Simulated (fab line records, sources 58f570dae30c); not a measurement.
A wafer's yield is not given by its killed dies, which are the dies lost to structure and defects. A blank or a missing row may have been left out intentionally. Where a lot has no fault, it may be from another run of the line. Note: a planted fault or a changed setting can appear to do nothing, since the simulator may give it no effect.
One fault seen from 2 desks | flow berkeleyCmos170 | every desk sees just its own numbers, and what lay behind them comes last

AT THE METROLOGY DESK
Lot by lot, what the gauges showed, no matter which tool ran the lot: averages of those sampled wafers that carry a number. Marked OUT: a lot whose mean sits more than 4 standard deviations from the usual mean, which makes it out of limits; the brackets give that distance.
Columns: A = NWELL_OVL at UCB170_NWELL_OVL_MEAS_12, usual -1 nm; B = PFIELD_TW at UCB170_PFIELD_TW_MEAS_09, usual 603
lot  | first seen here | A   | B
L553 | day 2 11:24     | -4  | 607
L555 | day 3 01:15     | 0   | 604
L557 | day 3 09:05     | -2  | 600
L558 | day 3 11:53     | -0  | 604
L559 | day 3 16:38     | 4   | 601
L560 | day 3 22:47     | -2  | 602
L563 | day 4 18:01     | -6  | 600
L565 | day 4 23:40     | -2  | 455 (-48) OUT
L568 | day 5 13:27     | 3   | 607
L569 | day 5 18:43     | -10 | 451 (-49) OUT
L571 | day 6 04:31     | -3  | 602
L570 | day 6 04:47     | -2  | 604
L573 | day 6 16:14     | 0   | 596
L574 | day 7 03:08     | 1   | 602
Per this desk, out of limits: L565, L569; the first was L565, day 7 02:05 (PFIELD_TW at UCB170_PFIELD_TW_MEAS_09). In limits: L553, L555, L557, L558, L559, L560, L563, L568, L571, L570, L573, L574.

TOOL OWNER'S DESK, implanter-01
The tool's own readings at UCB170_PFIELD_IMPLANT_07: means of the sampled wafers that have a number, for each lot that ran on this tool. Marked OUT: a lot whose mean sits more than 4 standard deviations from the usual mean, which makes it out of limits; the brackets give that distance.
Columns: A = beamEnergyKeV at UCB170_PFIELD_IMPLANT_07, usual 79.999; B = doseIonsCm2 at UCB170_PFIELD_IMPLANT_07, usual 1.9993e+13; C = faradayCurrentUA at UCB170_PFIELD_IMPLANT_07, usual 63.6
lot  | first seen here | A      | B                            | C
L553 | day 4 12:32     | 79.999 | 1.9977e+13                   | 64.6
L555 | day 4 23:50     | 80.040 | 2.0005e+13                   | 63.2
L559 | day 5 17:30     | 79.992 | 2.0016e+13                   | 63.9
L560 | day 6 00:35     | 80.004 | 1.9968e+13                   | 63.5
L565 | day 7 01:50     | 80.012 | 8.0707e+12 (-99 or more) OUT | 25.6 (-29) OUT
L569 | day 8 02:31     | 79.961 | 8.0253e+12 (-99 or more) OUT | 25.7 (-29) OUT
This desk finds L565, L569 out of limits, L565 being first, at day 7 01:50 (doseIonsCm2 at UCB170_PFIELD_IMPLANT_07). In limits: L553, L555, L559, L560.

ALL TOGETHER
An alarm could have come from the tool owner's desk at day 7 01:50, on L565, L569.
Metrology desk: alarm possible at day 7 02:05 on L565, L569.
Of the lots named, all ran UCB170_PFIELD_IMPLANT_07 on implanter-01.

WHAT WAS PUT IN BY THE SIMULATOR
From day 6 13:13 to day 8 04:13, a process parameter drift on implanter-01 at UCB170_PFIELD_IMPLANT_07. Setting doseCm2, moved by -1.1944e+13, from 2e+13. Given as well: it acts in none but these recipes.
Lots struck among those shown: L565, L569.
Delay (hours) between the fault's onset and each desk's first out-of-limits reading: 13 at the tool owner's desk, 13 at the metrology desk.
